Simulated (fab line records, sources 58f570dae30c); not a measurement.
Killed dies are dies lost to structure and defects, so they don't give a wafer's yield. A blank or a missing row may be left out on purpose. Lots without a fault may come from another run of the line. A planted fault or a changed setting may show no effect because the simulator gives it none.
Problem report in the 8D (eight disciplines) form, filled by code | flow berkeley_cmos170 | the parts of the form that need people (team, actions taken, sign-off) are left out

1. THE PROBLEM
V1_TEOS_THK at UCB170_V1_THK_MEAS_01 reads a mean of 2857 nm on 3 wafers of 2 lots; wafers without a fault read 2002 nm with a standard deviation of 23. That is +37 standard deviations from the usual mean.
First seen on wafer L485.3, day 10 15:29, on film_metro-02. The record holds 42 wafers of 14 lots with a number at this step. Rule for "out", or "out of limits": more than 4 standard deviations from the usual mean. The other wafers with a number count as sound.

2. WHAT IT IS AND WHAT IT IS NOT
question                    | is                           | is not
which readings at this step | V1_TEOS_THK                  | -
which lots                  | L485, L487                   | L475, L476, L478, L479, L488, L490, L492, L494, L495, L496, L497, L498
which wafers of those lots  | L485.3, L485.6, L487.6       | L485.2, L487.1, L487.4
read on which gauges        | film_metro-02, film_metro-04 | film_metro-01
when                        | from day 10 15:29            | up to then (13 sound wafers); but 26 sound wafers of L487, L488, L490, L492, L494, L495, L496, L497, L498 came after

3. SUSPECTS, AND WHAT RULES EACH OUT
Counting: a tool at a process step up to the reading stays a suspect if it ran every lot that is out. Sound lots after the first of them don't rule it out here, since some wafers of a struck lot are sound.
- the gauge at UCB170_V1_THK_MEAS_01: ruled out. The wafers that are out were read on 2 gauges (film_metro-02, film_metro-04).
- plasma_asher-03 at UCB170_NSD_STRIP_09 (strips in O2): kept. It ran every lot that is out, first L485 (day 10 02:48); its last sound lot up to then is L479 (day 8 23:20).
- pecvd-01 at UCB170_V1_CVD_00 (deposits SiO2 from TEOS/O2, target thk 2000 nm, time 250 s): kept. It ran every lot that is out, first L485 (day 10 15:19); its last sound lot up to then is L479 (day 9 12:15).
- Within pecvd-01 at UCB170_V1_CVD_00: the wafers that are out ran in chamber 0; their sound lot-mates ran in chambers 1, 2.
Left after counting: plasma_asher-03 at UCB170_NSD_STRIP_09, pecvd-01 at UCB170_V1_CVD_00.

4. THE CAUSE (what the simulator had put in)
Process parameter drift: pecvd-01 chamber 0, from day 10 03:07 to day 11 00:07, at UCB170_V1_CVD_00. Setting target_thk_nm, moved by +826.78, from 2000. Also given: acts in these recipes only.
Counting left 2 suspects, and this tool is among them.

5. THE CHAIN OF EFFECTS, in route order
Each row: a reading whose mean over the struck wafers that have a number lies more than 3 standard deviations from the usual. Only readings for which the record gives a usual standard deviation are gone through. hours: the time from each lot's start at the first step in this table that gives one to its start at this step, as a median over the lots. sigmas: the change in usual standard deviations.
hours | step                  | reading     | usual   | on struck wafers | change | sigmas
0     | UCB170_V1_THK_MEAS_01 | V1_TEOS_THK | 2002 nm | 2857             | +855   | +37

6. WHAT WOULD HAVE CAUGHT IT SOONER
In this record the first reading out of limits at a measuring or inspecting step was taken at day 10 15:29, 12 hours after the fault began at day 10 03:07.
Of the tool readings at UCB170_V1_CVD_00 for which the record gives a usual standard deviation, none was out on any struck wafer, so an alarm limit of 4 standard deviations on them would not have fired.
Of the lots that are out (2), L487 began UCB170_V1_CVD_00 on pecvd-01 after day 10 15:29. A hold on the tool at that time would have spared it.
